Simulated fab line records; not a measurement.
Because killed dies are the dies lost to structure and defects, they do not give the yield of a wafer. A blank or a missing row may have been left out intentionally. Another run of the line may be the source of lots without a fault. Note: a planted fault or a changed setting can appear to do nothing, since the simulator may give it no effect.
Which tool was responsible? + flow ritCmos + 21 wafers from 7 lots sampled at 4 of the route's 202 steps

## WHAT EACH GAUGE READ, for each wafer
RIT_GATE_THK_MEAS_07.
| lot  | measured    | on           | GATE_OXIDE_THK (nm)           |
|------|-------------|--------------|-------------------------------|
| L404 | day 4 02:55 | filmMetro-03 | 3.01 3.09 3.03                |
| L408 | day 5 01:38 | filmMetro-04 | 3.06 3.07 3.05                |
| L411 | day 5 08:10 | filmMetro-04 | 3.06 3.10 3.00                |
| L413 | day 5 16:43 | filmMetro-03 | 3.03 3.05 2.97                |
| L417 | day 6 07:53 | filmMetro-02 | 3.01 2.81 2.67 2.95 2.80 2.75 |
| L420 | day 6 11:43 | filmMetro-02 | 2.71 2.80 2.88 2.76 2.79 2.90 |
| L422 | day 6 23:27 | filmMetro-04 | 3.04 2.96 2.98                |

## EACH LOT AND THE TOOL THAT RAN IT (in order: tool; ch and the chambers of the sampled wafers; start)
| lot  | RIT_NRETRO_STRIP_09                | RIT_PRETRO_STRIP_09                | RIT_GATE_OXIDATION_05        |
|------|------------------------------------|------------------------------------|------------------------------|
| L404 | plasmaAsher-04 ch 0,1, day 3 02:44 | plasmaAsher-03 ch 0,1, day 3 04:23 | furnace-04 ch 0, day 3 17:01 |
| L408 | plasmaAsher-03 ch 0,1, day 4 17:59 | plasmaAsher-02 ch 0,1, day 4 19:41 | furnace-03 ch 0, day 4 22:18 |
| L411 | plasmaAsher-02 ch 0,1, day 4 23:16 | plasmaAsher-03 ch 0,1, day 5 01:19 | furnace-04 ch 0, day 5 02:00 |
| L413 | plasmaAsher-04 ch 1, day 5 08:30   | plasmaAsher-01 ch 0,1, day 5 10:11 | furnace-04 ch 0, day 5 13:35 |
| L417 | plasmaAsher-02 ch 0,1, day 6 02:22 | plasmaAsher-02 ch 0,1, day 6 05:04 | furnace-01 ch 0, day 6 06:31 |
| L420 | plasmaAsher-02 ch 0,1, day 6 07:08 | plasmaAsher-01 ch 0,1, day 6 09:08 | furnace-01 ch 0, day 6 09:52 |
| L422 | plasmaAsher-04 ch 0,1, day 6 18:52 | plasmaAsher-01 ch 0,1, day 6 20:25 | furnace-03 ch 0, day 6 22:08 |
- RIT_NRETRO_STRIP_09: strips in O2, time 180 s.
- RIT_PRETRO_STRIP_09: strips in O2, time 180 s.
- RIT_GATE_OXIDATION_05: target thk 3 nm, ox time 270 s.

## THE ANSWER, worked out from the rows above alone
Rule: the lots themselves supply what counts as usual. Put in order of their means at a reading, lots are off if they are a third of the lots or fewer, leave a main group of 4 or more, and stand apart from it by a gap of 3 or more times the standard deviation of the main group's means; of several such gaps the widest counts. The tables above print the reading to a certain number of digits; a main group whose means all agree to those digits is not used. A lot without any number at a reading at which 4 lots or more have one is off too. All remaining lots with rows at the step are treated as sound.
Off: L417, L420, seen at RIT_GATE_THK_MEAS_07 (GATE_OXIDE_THK). Main group: mean 3.03 nm, sd 0.025.
A tool fits if, at a process step before that reading, it ran every lot that is off, and no sound lot after the first of them. The gauges at RIT_GATE_THK_MEAS_07 are tried like those tools. Can't be told from this: 3 tools fit, plasmaAsher-02 at RIT_NRETRO_STRIP_09, furnace-01 at RIT_GATE_OXIDATION_05, filmMetro-02 at RIT_GATE_THK_MEAS_07.

## WHAT WAS PUT IN BY THE SIMULATOR
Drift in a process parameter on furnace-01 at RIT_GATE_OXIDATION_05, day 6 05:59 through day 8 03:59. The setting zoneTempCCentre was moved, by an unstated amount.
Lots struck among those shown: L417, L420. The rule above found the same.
